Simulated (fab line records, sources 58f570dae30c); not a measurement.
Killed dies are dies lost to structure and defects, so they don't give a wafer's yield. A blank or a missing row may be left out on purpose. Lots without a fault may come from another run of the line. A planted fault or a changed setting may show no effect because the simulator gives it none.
Which tool did it? | flow berkeley_cmos170 | 14 lots, 42 wafers sampled, at 2 steps of a route of 331

WHAT THE GAUGES READ, wafer by wafer
The record holds no reading of a measuring or inspecting step that can be judged against a usual standard deviation.

WHICH TOOL RAN EACH LOT (tool, then ch and the chambers of the sampled wafers, then the start)
lot  | UCB170_NWELL_COAT_07             | UCB170_NWELL_STRIP_15
L556 | litho_track-01 ch 0, day 2 08:08 | plasma_asher-03 ch 1, day 2 09:32
L557 | litho_track-01 ch 0, day 2 14:09 | plasma_asher-03 ch 0,1, day 2 15:17
L559 | litho_track-03 ch 0, day 2 20:43 | plasma_asher-03 ch 0,1, day 2 21:40
L560 | litho_track-04 ch 0, day 3 06:42 | plasma_asher-03 ch 0,1, day 3 07:40
L561 | litho_track-01 ch 0, day 3 10:05 | plasma_asher-02 ch 0,1, day 3 11:12
L562 | litho_track-03 ch 0, day 3 15:58 | plasma_asher-02 ch 0, day 3 17:11
L565 | litho_track-01 ch 0, day 4 01:47 | plasma_asher-03 ch 0,1, day 4 03:21
L568 | litho_track-03 ch 0, day 4 18:53 | plasma_asher-02 ch 0,1, day 4 20:14
L569 | litho_track-03 ch 0, day 5 00:20 | plasma_asher-04 ch 0,1, day 5 01:50
L574 | litho_track-01 ch 0, day 6 00:10 | plasma_asher-02 ch 0,1, day 6 01:16
L576 | litho_track-04 ch 0, day 6 09:46 | plasma_asher-02 ch 0,1, day 6 10:43
L577 | litho_track-01 ch 0, day 6 16:09 | plasma_asher-04 ch 0,1, day 6 17:23
L578 | litho_track-01 ch 0, day 6 21:03 | plasma_asher-03 ch 0,1, day 6 22:11
L579 | litho_track-04 ch 0, day 7 08:20 | plasma_asher-03 ch 0,1, day 7 09:25
- UCB170_NWELL_COAT_07: resist thk 900 nm.
- UCB170_NWELL_STRIP_15: strips in O2.

WHAT THE TOOLS THEMSELVES READ (means of the sampled wafers that have a number; where no wafer has one, the mark that the record gives instead)
UCB170_NWELL_COAT_07.
lot  | tool           | chill_plate_temp_C (C) | spin_speed_rpm (rpm)
L556 | litho_track-01 | 23.11                  | 1500.4
L557 | litho_track-01 | 22.86                  | 1499.9
L559 | litho_track-03 | 23.00                  | 1499.5
L560 | litho_track-04 | 23.00                  | 1499.4
L561 | litho_track-01 | 23.01                  | 1500.0
L562 | litho_track-03 | 23.15                  | 1500.8
L565 | litho_track-01 | 23.05                  | 1499.5
L568 | litho_track-03 | 23.10                  | 1439.7
L569 | litho_track-03 | 23.00                  | 1441.2
L574 | litho_track-01 | 22.96                  | 1501.1
L576 | litho_track-04 | 22.99                  | 1500.9
L577 | litho_track-01 | 22.96                  | 1499.8
L578 | litho_track-01 | 23.00                  | 1500.6
L579 | litho_track-04 | 22.95                  | 1500.4

UCB170_NWELL_STRIP_15.
lot  | tool            | drypump_motor_current_A (A) | o2_flow_sccm (sccm) | oes_product_au (a.u.) | strip_time_to_endpoint_s (s)
L556 | plasma_asher-03 | 6.3                         | 400.0               | 0.725                 | 17.99
L557 | plasma_asher-03 | 6.2                         | 401.0               | 0.724                 | 17.99
L559 | plasma_asher-03 | 6.2                         | 400.0               | 0.721                 | 18.08
L560 | plasma_asher-03 | 6.2                         | 399.7               | 0.715                 | 18.05
L561 | plasma_asher-02 | 6.0                         | 399.7               | 0.721                 | 18.01
L562 | plasma_asher-02 | 5.5                         | 400.0               | 0.718                 | 18.11
L565 | plasma_asher-03 | 6.2                         | 400.5               | 0.720                 | 18.03
L568 | plasma_asher-02 | 5.7                         | 400.3               | 0.725                 | 18.40
L569 | plasma_asher-04 | 5.9                         | 400.2               | 0.721                 | 18.43
L574 | plasma_asher-02 | 6.0                         | 399.5               | 0.719                 | 18.10
L576 | plasma_asher-02 | 5.9                         | 401.2               | 0.723                 | 17.89
L577 | plasma_asher-04 | 5.5                         | 400.5               | 0.719                 | 18.02
L578 | plasma_asher-03 | 6.2                         | 400.2               | 0.721                 | 18.05
L579 | plasma_asher-03 | 6.2                         | 399.8               | 0.721                 | 17.95

THE ANSWER, worked out from the rows above alone
Rule: what is usual is taken from the lots themselves. Put in order of their means at a reading, lots are off if they are a third of the lots or fewer, leave a main group of 4 or more, and stand apart from it by a gap of 3 or more times the standard deviation of the main group's means; of several such gaps the widest counts. A main group whose means are all the same, to the digits that the tables above print for the reading, isn't used. A lot without any number at a reading at which 4 lots or more have one is off too. The other lots that the step has rows for count as sound. The gauges are gone through in route order, then the tools' own readings, and for those a lot's mean is taken as printed above. The first step at which some lot is off is used, and at that step the reading that is off furthest; a lot without a number counts as furthest.
Off: L568, L569, at UCB170_NWELL_COAT_07 (spin_speed_rpm). The main group: mean 1500.2 rpm, standard deviation 0.56.
A tool fits if, at that step or a process step before it, it ran every lot that is off, and no sound lot after the first of them. One fits: litho_track-03 at UCB170_NWELL_COAT_07. Its last sound lot is L562 (day 3 15:58), its first lot that is off L568 (day 4 18:53): a fault that began between those two fits.
The tool's own readings at UCB170_NWELL_COAT_07 bear it out: on the lots that are off they differ by more than 5 times the standard deviation of the sound lots' means. spin_speed_rpm reads 1440.5 rpm there against 1500.2 rpm on the sound lots.

WHAT THE SIMULATOR HAD PUT IN
Process parameter drift: litho_track-03, from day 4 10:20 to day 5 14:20, at UCB170_NWELL_COAT_07. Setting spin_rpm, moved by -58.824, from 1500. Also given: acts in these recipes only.
Lots struck among those shown: L568, L569. The rule above found the same.
